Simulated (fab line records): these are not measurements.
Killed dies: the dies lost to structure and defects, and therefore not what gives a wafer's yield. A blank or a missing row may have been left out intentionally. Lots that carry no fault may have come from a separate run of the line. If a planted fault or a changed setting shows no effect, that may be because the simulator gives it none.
Which of the tools did it?    flow berkeley_cmos170    39 wafers from 13 lots sampled at 5 of the route's 331 steps

## WHAT EACH GAUGE READ, for each wafer
UCB170_ACTIVE_OVL_MEAS_14. Usual: for ACTIVE_OVL the level is 4 nm and the standard deviation is 6.5.
lot   measured     on          ACTIVE_OVL (nm)  flag
L124  day 4 08:53  overlay-01  -2 1 2           
L125  day 4 08:23  overlay-01  5 11 12          
L127  day 4 19:57  overlay-01  10 10 7          
L126  day 4 19:50  overlay-02  2 2 2            
L129  day 5 10:37  overlay-02  13 8 9           
L128  day 5 10:53  overlay-01  -8 -7 -7         
L130  day 6 01:04  overlay-02  10 9 5           
L131  day 6 01:18  overlay-01  2 6 -2           
L133  day 6 08:35  overlay-01  0 1 6            
L135  day 7 01:43  overlay-02  1 4 -2           
L140  day 8 14:39  overlay-02  6 6 8            
L144  day 9 00:53  overlay-02  9 11 9           
L147  day 9 17:02  overlay-01  12 14 3          

UCB170_FIELD_THK_MEAS_02. Usual: for FIELD_OXIDE_THK the level is 557 nm and the standard deviation is 8.8.
lot   measured      on             FIELD_OXIDE_THK (nm)  flag
L124  day 4 20:56   film_metro-02  545 550 544           
L125  day 4 20:55   film_metro-04  565 556 563           
L127  day 5 06:05   film_metro-04  537 533 535           
L126  day 5 06:06   film_metro-03  547 555 542           
L129  day 5 19:57   film_metro-03  563 563 570           
L128  day 5 19:58   film_metro-04  553 548 552           
L130  day 6 13:45   film_metro-03  555 563 560           
L131  day 6 13:49   film_metro-03  563 563 556           
L133  day 6 13:49   film_metro-04  562 568 564           
L135  day 7 13:57   film_metro-03  570 571 571           
L140  day 8 20:16   film_metro-03  556 558 560           
L144  day 9 11:34   film_metro-03  552 557 557           
L147  day 10 01:50  film_metro-03  544 540 544           

UCB170_V1_THK_MEAS_01. Usual: for V1_TEOS_THK the level is 1992 nm and the standard deviation is 26.
lot   measured      on             V1_TEOS_THK (nm)  flag
L124  day 7 23:45   film_metro-04  1997 2014 2023    
L125  day 8 03:58   film_metro-02  1996 1966 1978    
L127  day 8 09:32   film_metro-01  1981 1955 2008    
L126  day 7 22:25   film_metro-04  1969 2019 2018    
L129  day 8 23:34   film_metro-04  1963 1943 1954    
L128  day 9 00:55   film_metro-01  1985 2009 2003    
L130  day 9 15:01   film_metro-01  1970 1957 2031    
L131  day 9 16:22   film_metro-01  2017 2018 1965    
L133  day 9 16:22   film_metro-04  1978 2017 2011    
L135  day 11 01:05  film_metro-04  2002 2013 2010    
L140  day 12 02:10  film_metro-04  2166 1990 2227    OFF
L144  day 12 12:53  film_metro-04  1933 1944 1956    
L147  day 13 11:20  film_metro-01  1960 1955 2005    

## WHICH TOOL RAN EACH LOT (tool, then ch and the chambers of the sampled wafers, then the start)
lot   UCB170_PWELL_STRIP_16                UCB170_V1_CVD_00
L124  plasma_asher-01 ch 0,1, day 3 03:02  pecvd-04 ch 0,2, day 7 23:35
L125  plasma_asher-01 ch 0,1, day 3 03:20  pecvd-04 ch 0,1,2, day 8 03:52
L127  plasma_asher-04 ch 0,1, day 3 12:36  pecvd-02 ch 1,2, day 8 09:23
L126  plasma_asher-03 ch 0,1, day 3 12:49  pecvd-02 ch 0,1, day 7 22:16
L129  plasma_asher-03 ch 0,1, day 4 01:50  pecvd-02 ch 0,1,2, day 8 23:24
L128  plasma_asher-04 ch 0,1, day 4 02:07  pecvd-04 ch 0,2, day 9 00:44
L130  plasma_asher-01 ch 0,1, day 4 13:31  pecvd-04 ch 0,1,2, day 9 14:52
L131  plasma_asher-01 ch 0,1, day 4 18:02  pecvd-02 ch 0,1,2, day 9 16:12
L133  plasma_asher-01 ch 0,1, day 5 01:07  pecvd-03 ch 0,2, day 9 16:12
L135  plasma_asher-03 ch 0,1, day 5 12:56  pecvd-04 ch 0,1,2, day 11 00:59
L140  plasma_asher-03 ch 0,1, day 7 00:47  pecvd-02 ch 0,1, day 12 02:01
L144  plasma_asher-04 ch 0,1, day 7 10:39  pecvd-04 ch 0,1,2, day 12 12:43
L147  plasma_asher-04 ch 0,1, day 8 05:22  pecvd-04 ch 0,1,2, day 13 11:10
- UCB170_PWELL_STRIP_16: strips in O2.
- UCB170_V1_CVD_00: deposits SiO2 from TEOS/O2, target thk 2000 nm, time 250 s.

## WHAT THE TOOLS THEMSELVES READ (means of the sampled wafers that have a number; where no wafer has one, the mark that the record gives instead)
UCB170_PWELL_STRIP_16. Usual: drypump_motor_current_A 5.6 A, standard deviation 0.35; oes_product_au 0.721 a.u., standard deviation 0.0049; strip_time_to_endpoint_s 18.08 s, standard deviation 0.077.
lot   tool             drypump_motor_current_A (A)  oes_product_au (a.u.)  strip_time_to_endpoint_s (s)  flag
L124  plasma_asher-01  5.2                          0.721                  18.12                         
L125  plasma_asher-01  5.2                          0.723                  18.14                         
L127  plasma_asher-04  5.7                          0.719                  18.08                         
L126  plasma_asher-03  5.5                          0.721                  18.14                         
L129  plasma_asher-03  5.5                          0.718                  18.02                         
L128  plasma_asher-04  5.9                          0.719                  18.09                         
L130  plasma_asher-01  5.2                          0.722                  18.07                         
L131  plasma_asher-01  5.2                          0.722                  17.97                         
L133  plasma_asher-01  5.3                          0.727                  18.08                         
L135  plasma_asher-03  5.5                          0.719                  18.08                         
L140  plasma_asher-03  5.7                          0.724                  18.06                         
L144  plasma_asher-04  5.8                          0.722                  18.11                         
L147  plasma_asher-04  5.9                          0.723                  17.99                         

UCB170_V1_CVD_00. Usual: 257 W for heater_power_w, sd 58.
lot   tool      heater_power_w (W)  flag
L124  pecvd-04  241                 
L125  pecvd-04  218                 
L127  pecvd-02  215                 
L126  pecvd-02  257                 
L129  pecvd-02  284                 
L128  pecvd-04  247                 
L130  pecvd-04  232                 
L131  pecvd-02  277                 
L133  pecvd-03  272                 
L135  pecvd-04  269                 
L140  pecvd-02  286                 
L144  pecvd-04  291                 
L147  pecvd-04  254                 

## THE ANSWER, worked out from the rows above alone
Rule: take the mean of a lot's wafers that have a number; if it is more than 3 standard deviations from the usual mean, the lot is off. Also off: a lot with no number at a reading for which 4 or more lots have one. Where the step has rows for the other lots, those lots are counted as sound. After the gauges, taken in route order, come the tools' own readings; for these a lot's mean is taken, as printed above. At the first step where some lot is off, the reading lying furthest off is the one used; lots without a number count as furthest.
Off: L140, seen at UCB170_V1_THK_MEAS_01 (V1_TEOS_THK).
A tool fits if, at a process step before that reading, it ran every lot that is off, and no sound lot after the first of them. Gauges at UCB170_V1_THK_MEAS_01: tried the same way as those tools. Can't be told from this: 2 tools fit, plasma_asher-03 at UCB170_PWELL_STRIP_16, pecvd-02 at UCB170_V1_CVD_00.

## WHAT WAS PUT IN BY THE SIMULATOR
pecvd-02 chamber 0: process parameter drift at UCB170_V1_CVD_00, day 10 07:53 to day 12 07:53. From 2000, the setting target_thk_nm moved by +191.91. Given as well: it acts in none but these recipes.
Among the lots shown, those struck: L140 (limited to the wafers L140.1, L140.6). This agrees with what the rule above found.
